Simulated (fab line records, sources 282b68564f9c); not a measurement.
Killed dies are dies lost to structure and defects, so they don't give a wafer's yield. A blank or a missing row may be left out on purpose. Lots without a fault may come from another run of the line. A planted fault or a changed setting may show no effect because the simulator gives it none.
Split-lot experiment | flow rit_cmos | 5 lots, 23 wafers read, on a route of 202 steps

THE SPLIT
At RIT_ACTIVE_DEVELOP_10 (develop time 50 s), the setting develop_time_s was moved away from the recipe's 50 s on 11 of the 23 wafers read, by +8.0% to +14.4%. The other wafers ran this setting at the recipe's value.

FROM THE SPLIT TO THE READING: what the file shows between them, 4 steps
- RIT_ACTIVE_CD_MEAS_11: target cd 1400 nm
- RIT_ACTIVE_HARDBAKE_12: time 60 s
- RIT_ACTIVE_ETCH_13: etches Si3N4 in SF6, stops on SiO2, time 210 s, target depth 210 nm
- RIT_ACTIVE_STRIP_14: strips in O2, time 180 s

THE READING
cd_nm, in nm, at RIT_ACTIVE_CD_MEAS_90 (target cd 1400 nm). Fault-free wafers of this fab line usually give 1399.6 nm, standard deviation 2.2 nm.

wafer  | tool, chamber at the split | develop_time_s as run, s | against the recipe | cd_nm, nm | against lot-mates on the recipe
L074.1 | litho_track-03, 0          | 50                       | recipe             | 1403.0    | -
L074.4 | litho_track-03, 0          | 50                       | recipe             | 1402.9    | -
L074.5 | litho_track-03, 0          | 50                       | recipe             | 1401.0    | -
L075.1 | litho_track-01, 0          | 54.32                    | +8.6%              | 1389.8    | -7.7
L075.2 | litho_track-01, 0          | 50                       | recipe             | 1396.0    | -
L075.3 | litho_track-01, 0          | 54.32                    | +8.6%              | 1385.7    | -11.8
L075.5 | litho_track-01, 0          | 50                       | recipe             | 1399.0    | -
L075.6 | litho_track-01, 0          | 54.32                    | +8.6%              | 1387.1    | -10.4
L077.1 | litho_track-03, 0          | 57.21                    | +14.4%             | 1384.8    | -11.8
L077.2 | litho_track-03, 0          | 57.21                    | +14.4%             | 1382.8    | -13.8
L077.4 | litho_track-03, 0          | 57.21                    | +14.4%             | 1384.8    | -11.8
L077.5 | litho_track-03, 0          | 50                       | recipe             | 1395.9    | -
L077.6 | litho_track-03, 0          | 50                       | recipe             | 1397.3    | -
L079.1 | litho_track-03, 0          | 56.32                    | +12.6%             | 1389.1    | -11.5
L079.2 | litho_track-03, 0          | 50                       | recipe             | 1400.0    | -
L079.4 | litho_track-03, 0          | 56.32                    | +12.6%             | 1388.5    | -12.0
L079.5 | litho_track-03, 0          | 50                       | recipe             | 1401.1    | -
L079.6 | litho_track-03, 0          | 56.32                    | +12.6%             | 1388.4    | -12.1
L084.1 | litho_track-04, 0          | 53.99                    | +8.0%              | 1392.2    | -6.1
L084.2 | litho_track-04, 0          | 53.99                    | +8.0%              | 1390.2    | -8.1
L084.3 | litho_track-04, 0          | 50                       | recipe             | 1398.8    | -
L084.5 | litho_track-04, 0          | 50                       | recipe             | 1396.4    | -
L084.6 | litho_track-04, 0          | 50                       | recipe             | 1399.6    | -

THE FIT
A straight line over all 23 wafers: cd_nm changes by -1.01 nm for each +1% of develop_time_s; r = -0.93; the points scatter about the line by 2.4 nm.
The same after taking each lot's own level away (the mean of its wafers on the recipe; 23 wafers): -0.923 nm for each +1%; r = -0.97; scatter 1.4 nm.
On that fit, the largest move of develop_time_s shifts the reading by 13 nm.
The lots' own levels span 1396.60 to 1402.30 nm, that is 2.6 times the standard deviation above.
So the lot-to-lot level changes the slope little: the two slopes agree.
Check: with one of the wafers moved furthest among these (+14.4%) left out of the fit, the line predicts -13.7 nm for it against its lot-mates. It came out at -11.8 nm against them.

OTHER SPLITS ON THESE WAFERS
These wafers also went through other splits before the reading. Each is held against what the fit with the lots' levels taken away leaves over:
other split on the same wafers | wafers away from the commonest value | r with cd_nm (lot level and that fit taken away)
RIT_ACTIVE_COAT_06 spin_rpm    | 6                                    | -0.66

THE WHOLE CHAIN: every reading that the file lists as answering this split, in the file's order
step                  | what it does                                                        | reading                                                       | change (the file's fit)               | r (the file's)
RIT_ACTIVE_CD_MEAS_11 | target cd 1400 nm                                                   | cd_nm                                                         | -0.92 nm for each +1% of the setting  | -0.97
RIT_ACTIVE_ETCH_13    | etches Si3N4 in SF6, stops on SiO2, time 210 s, target depth 210 nm | ACTIVE.cd_nm (the simulator's own value, which no gauge read) | -0.927 nm for each +1% of the setting | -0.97
RIT_ACTIVE_CD_MEAS_90 | target cd 1400 nm                                                   | cd_nm                                                         | -0.935 nm for each +1% of the setting | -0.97

THE FILE'S OWN FIT
cd_nm changes by -0.935 nm for each +1% of develop_time_s, r = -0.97.
